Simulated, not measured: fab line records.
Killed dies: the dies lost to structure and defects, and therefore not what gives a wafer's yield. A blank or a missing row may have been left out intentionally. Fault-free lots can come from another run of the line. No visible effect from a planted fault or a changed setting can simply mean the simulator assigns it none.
Split-lot experiment	flow rit cmos	5 lots, 23 wafers read, on a route of 202 steps

## THE SPLIT
At RIT_NRETRO_COAT_01 (resist thk 1300 nm), the setting spin rpm was moved away from the recipe's 2000 rpm on 11 of the 23 wafers read, by -6.6% to +6.7%. For the rest of the wafers, this setting stayed at what the recipe calls for.

## FROM THE SPLIT TO THE READING: what the file shows between them, 3 steps
- RIT_NRETRO_SOFTBAKE_02: time 60 s
- RIT_NRETRO_EXPOSE_03: exposes mask M4, target cd 43900 nm
- RIT_NRETRO_DEVELOP_05: develop time 68 s

## THE READING
NOVOLAK_of_NRETRO_COAT_01.thk nm (the simulator's own value, which no gauge read), in nm, at RIT_NRETRO_HARDBAKE_07 (time 120 s). The file does not state a usual value for it. The 12 wafers here that ran the recipe average 1138 nm, standard deviation 2.6 nm.

wafer	tool, chamber at the split	spin rpm as run, rpm	against the recipe	NOVOLAK_of_NRETRO_COAT_01.thk nm, nm	against lot-mates on the recipe
L074.1	litho track-03, 0	2000	recipe	1135	-
L074.2	litho track-03, 0	2000	recipe	1136	-
L074.3	litho track-03, 0	2133	+6.7%	1098	-36
L074.5	litho track-03, 0	2133	+6.7%	1097	-37
L074.6	litho track-03, 0	2000	recipe	1132	-
L075.1	litho track-04, 0	1868	-6.6%	1174	+38
L075.2	litho track-04, 0	2000	recipe	1135	-
L075.4	litho track-04, 0	2000	recipe	1138	-
L075.5	litho track-04, 0	1868	-6.6%	1172	+36
L075.6	litho track-04, 0	1868	-6.6%	1176	+40
L076.1	litho track-03, 0	2000	recipe	1140	-
L076.2	litho track-03, 0	1933	-3.3%	1159	+18
L076.3	litho track-03, 0	1933	-3.3%	1163	+22
L076.4	litho track-03, 0	2000	recipe	1142	-
L076.5	litho track-03, 0	1933	-3.3%	1161	+20
L082.2	litho track-01, 0	2000	recipe	1138	-
L082.3	litho track-01, 0	2053	+2.6%	1121	-18
L082.4	litho track-01, 0	2000	recipe	1139	-
L082.5	litho track-01, 0	2053	+2.6%	1128	-10
L082.6	litho track-01, 0	2053	+2.6%	1126	-12
L084.2	litho track-03, 0	2000	recipe	1137	-
L084.3	litho track-03, 0	2000	recipe	1139	-
L084.6	litho track-03, 0	2000	recipe	1140	-

FIT RESULTS
A straight line over all 23 wafers: NOVOLAK_of_NRETRO_COAT_01.thk nm changes by -5.79 nm for each +1% of spin rpm; r = -0.99; the points scatter about the line by 3.1 nm.
The same after taking each lot's own level away (the mean of its wafers on the recipe; 23 wafers): -5.61 nm for each +1%; r = -1.00; scatter 1.8 nm.
The reading moves by 37 nm for the largest change in spin rpm, on that fit.
From 1134.3 to 1141.0 nm: that is the span of the lots' own levels, equal to 2.5 times the standard deviation above.
The two slopes agree, so the slope changes little with the lot-to-lot level.
Check: for one of the wafers moved furthest among these (+6.7%), held out of the fit, the line's prediction against its lot-mates is -37 nm. Against them it came out at -36.3 nm.

## OTHER SPLITS ON THESE WAFERS
Other splits were also applied to these wafers ahead of the reading. Each is held against what the fit with the lots' levels taken away leaves over:
other split on the same wafers	wafers away from the commonest value	r with NOVOLAK_of_NRETRO_COAT_01.thk nm (lot level and that fit taken away)
RIT_ACTIVE_COAT_06 resist thk nm	9	+0.25
RIT_ACTIVE_HARDBAKE_12 temp c	5	+0.04
RIT_ACTIVE_STRIP_14 pressure mtorr	18	-0.01

## THE WHOLE CHAIN: every reading that the file lists as answering this split, in the file's order
step	what it does	reading	change (the file's fit)	r (the file's)
RIT_NRETRO_COAT_01	resist thk 1300 nm	NOVOLAK_of_NRETRO_COAT_01.thk nm (the simulator's own value, which no gauge read)	-6.59 nm for each +1% of the setting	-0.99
RIT_NRETRO_HARDBAKE_07	time 120 s	NOVOLAK_of_NRETRO_COAT_01.thk nm (the simulator's own value, which no gauge read)	-5.68 nm for each +1% of the setting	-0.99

## THE FILE'S OWN FIT
NOVOLAK_of_NRETRO_COAT_01.thk nm changes by -5.68 nm for each +1% of spin rpm, r = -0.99.
